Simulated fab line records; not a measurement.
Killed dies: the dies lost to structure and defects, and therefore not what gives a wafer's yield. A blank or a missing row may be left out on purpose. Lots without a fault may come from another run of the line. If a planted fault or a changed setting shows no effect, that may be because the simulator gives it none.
Which of the tools did it? + flow berkeley-cmos170 + Sampling: 10 lots, 30 wafers, 2 of 331 route steps

WHAT THE GAUGES READ, wafer by wafer
UCB170_ACTIVE_CD_MEAS_13: target cd 1200 nm.
| lot  | measured    | on        | cd-nm (nm)           |
|------|-------------|-----------|----------------------|
| L221 | day 4 19:37 | cd-sem-01 | 1200.2 1200.2 1199.9 |
| L222 | day 4 19:45 | cd-sem-01 | 1198.3 1199.6 1199.1 |
| L223 | day 5 19:46 | cd-sem-01 | 1198.6 1198.6 1199.1 |
| L226 | day 5 20:51 | cd-sem-02 | 1199.5 1201.3 1200.8 |
| L234 | day 7 09:17 | cd-sem-01 | 1200.5 1200.6 1203.0 |
| L233 | day 7 08:58 | cd-sem-01 | 1198.4 1199.0 1198.0 |
| L236 | day 7 19:56 | cd-sem-01 | 1201.9 1201.5 1201.9 |
| L238 | day 8 05:04 | cd-sem-01 | 1199.8 1201.7 1198.7 |
| L240 | day 9 03:38 | cd-sem-01 | 1201.9 1201.9 1203.1 |
| L242 | day 8 17:25 | cd-sem-01 | 1201.4 1199.9 1200.9 |

WHICH TOOL RAN EACH LOT (tool, then ch and the chambers of the sampled wafers, then the start)
| lot  | UCB170_ZERO_ETCH_06               |
|------|-----------------------------------|
| L221 | rie-diel-01 ch 0,1,2, day 1 22:27 |
| L222 | rie-diel-03 ch 0,2,3, day 1 22:43 |
| L223 | rie-diel-03 ch 0,1,2, day 2 10:37 |
| L226 | rie-diel-03 ch 0,1, day 3 02:40   |
| L234 | rie-diel-04 ch 0,1,2, day 4 11:21 |
| L233 | rie-diel-01 ch 0,2,3, day 4 11:21 |
| L236 | rie-diel-04 ch 0,3, day 5 00:20   |
| L238 | rie-diel-03 ch 0,3, day 5 09:17   |
| L240 | rie-diel-04 ch 1,2,3, day 5 22:56 |
| L242 | rie-diel-03 ch 1,2,3, day 6 05:02 |
- UCB170_ZERO_ETCH_06: etches SiO2 in CHF3/CF4/Ar, time 12 s.

THE ANSWER, worked out from the rows above alone
Rule: the lots themselves supply what counts as usual. The widest of any qualifying gaps counts: lots, ordered by their means at a reading, are off when they make up no more than a third of the lots, leave a main group of 4 or more, and stand apart from it by 3 or more times the standard deviation of that group's means. A main group is skipped when, at the precision printed for the reading in the tables above, its means are all equal. A lot without any number at a reading at which 4 lots or more have one is off too. Any other lot the step has rows for is counted as sound.
No lot is off on any of the readings shown, so nothing can be concluded from this.

WHAT THE SIMULATOR HAD PUT IN
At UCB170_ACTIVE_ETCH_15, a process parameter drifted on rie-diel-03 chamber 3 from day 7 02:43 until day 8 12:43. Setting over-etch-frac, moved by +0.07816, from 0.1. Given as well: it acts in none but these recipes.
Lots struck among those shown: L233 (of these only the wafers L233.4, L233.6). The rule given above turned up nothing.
